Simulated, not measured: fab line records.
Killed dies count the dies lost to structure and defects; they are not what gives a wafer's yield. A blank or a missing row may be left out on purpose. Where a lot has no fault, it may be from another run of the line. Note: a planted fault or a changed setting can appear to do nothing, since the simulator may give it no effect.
A lot that was struck, set against a sound lot :: flow berkeley cmos170 :: 16 out of 331 route steps
Sound: these wafers, L419.3, L419.4, L419.5. Struck: wafer L425.6. (L425.2, L425.4 of the same lot were not struck and are left out.) The cause comes at the end.
Per side, at each step with rows, come the tool, then ch with its chambers, and then its first start. Under that, the readings that differ: sound wafers :: struck wafers :: difference of the means :: sigmas: that difference in standard deviations of wafers without a fault.
alike: a reading whose means differ by less than 2 such deviations, as well as words and numbers matching on both sides. not compared: withheld readings; readings where some wafer has no value; bounds like >300 that might hide an equal value; numbers whose values overlap and for which the record gives no deviation.
The two part at a step that has a row with sigmas, a row that says differs or no value, or rows on one side only. Numbers that don't overlap but have no deviation are shown without sigmas and don't part them. A reading that every wafer of one side lacks parts them only if that side has two wafers or more.

UCB170_V2_CMP_02: polishes SiO2.
  sound on cmp-02 ch 0,1, day 10 07:59; struck on cmp-01 ch 3, day 11 06:01
  alike: motor current A, slurry filter dp kPa
UCB170_V2_BOW_MEAS_03:
  sound on film metro-01 at day 10 08:19; struck on film metro-01 at day 11 06:20
  alike: V2_BOW
UCB170_V2_THK_MEAS_04:
  sound on film metro-01 at day 10 08:25; struck on film metro-01 at day 11 06:27
  alike: V2_POLISHED_THK
then, 7 steps without rows for these wafers: UCB170_V2_CLEAN_05 (cleans in DIW); UCB170_V2_HMDS_06 (prime time 60 s); UCB170_V2_COAT_07 (resist thk 900 nm); UCB170_V2_SOFTBAKE_08 (time 60 s); UCB170_V2_EXPOSE_09 (exposes mask VIA2, target cd 700 nm); UCB170_V2_PEB_10; UCB170_V2_DEVELOP_11 (develop time 45 s).
UCB170_V2_CD_MEAS_12: target cd 700 nm.
  sound on cd sem-02 at day 10 09:47; struck on cd sem-02 at day 11 07:56
  alike: cd nm
UCB170_V2_OVL_MEAS_13:
  sound on overlay-01 at day 10 09:53; struck on overlay-02 at day 11 08:03
  alike: V2_OVL
UCB170_V2_ETCH_14: etches SiO2 in CHF3/CF4/Ar, stops on Al, target depth 1250 nm, time 291 s.
  sound on rie diel-03 ch 1,2,3, day 10 09:55; struck on rie diel-03 ch 3, day 11 08:05
reading: oes product au (a.u.)
sound: 0.884 0.871 0.891
struck: 0.721
difference: -0.161
sigmas: -15

reading: model.V2.feature depth nm (nm)
sound: 999 997.8 998.1
struck: 688.9
difference: -309.4
sigmas: 

reading: model.etch.depth nm (nm)
sound: 998.3 997.6 998.1
struck: 688.9
difference: -309.1
sigmas: 

reading: model.KrF_of_V2_COAT_07.thk nm (nm)
sound: 603.2 611.8 613.1
struck: 734.9
difference: +125.5
sigmas: 
  alike: drypump motor current A, throttle valve pct
  not compared: rf hours counter h
UCB170_V2_STRIP_15: strips in O2.
  sound on plasma asher-03 ch 0,1, day 10 10:07; struck on plasma asher-03 ch 1, day 11 08:16
reading: strip time to endpoint s (s)
sound: 15.17 15.35 15.39
struck: 18.22
difference: +2.92
sigmas: +24
  alike: drypump motor current A, o2 flow sccm, oes product au
  not compared: rf hours counter h
UCB170_V2_CD_MEAS_90: target cd 700 nm.
  sound on cd sem-02 at day 10 10:13; struck on cd sem-02 at day 11 08:23
reading: cd nm (nm)
sound: 699.0 699.3 699.2
struck: 694.5
difference: -4.7
sigmas: -3
then, 1 step without rows for these wafers: UCB170_M3_PRE_CLEAN_00 (preclean etch time 60 s).

WHERE THEY PART
At UCB170_V2_ETCH_14 first; at UCB170_V2_CD_MEAS_90 last (within this record only).

WHY: what had been put in by the simulator
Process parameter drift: rie diel-03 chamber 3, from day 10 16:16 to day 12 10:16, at UCB170_V2_ETCH_14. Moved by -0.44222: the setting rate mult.
